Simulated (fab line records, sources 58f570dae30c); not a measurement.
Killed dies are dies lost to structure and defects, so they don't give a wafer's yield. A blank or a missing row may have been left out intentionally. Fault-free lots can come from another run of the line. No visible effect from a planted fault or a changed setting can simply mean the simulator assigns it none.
Matching of chambers ; flow berkeley-cmos170 ; pecvd-02 running UCB170_V1_CVD_00: 3 sister chambers
The step deposits SiO2 from TEOS/O2, target thk 2000 nm, time 250 s. 3 wafers are shown with their chamber, then 8 later ones without.

## EACH WAFER AND ITS CHAMBER
wafer;chamber;heater-power-w (W)
L979.5;0;256
L980.4;2;261
L981.1;1;289

## WAFERS WITHOUT THEIR CHAMBER
wafer;heater-power-w (W)
L981.4;365
L981.5;346
L982.2;348
L982.4;270
L982.5;263
L985.1;204
L985.2;285
L985.5;266

## WHICH CHAMBER EACH WENT THROUGH
wafer;from the rows above;in truth
L981.4;can't be placed: 1 or 2 or 0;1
L981.5;can't be placed: 1 or 2 or 0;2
L982.2;can't be placed: 1 or 2 or 0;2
L982.4;can't be placed: 2 or 0 or 1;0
L982.5;can't be placed: 2 or 0 or 1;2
L985.1;can't be placed: 0 or 2 or 1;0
L985.2;can't be placed: 1 or 2 or 0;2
L985.5;can't be placed: 2 or 0 or 1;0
Placed correctly: 0 of 8. These rows do not allow placing 8 (true chamber among the candidates in 8). 0 placed wrongly.
How it was worked out, from the rows above alone: a wafer's distance from a chamber is the root of the sum, over the readings, of the square of ((its reading less the chamber's mean) divided by the reading's scatter). If the next closest chamber is less than 2 further off than the closest, the wafer can't be placed; otherwise it belongs to the closest. The mean given for a chamber averages the wafers shown for that chamber. The scatter: root of mean squared gap, hidden wafer to nearest shown wafer, with one shown wafer a chamber.
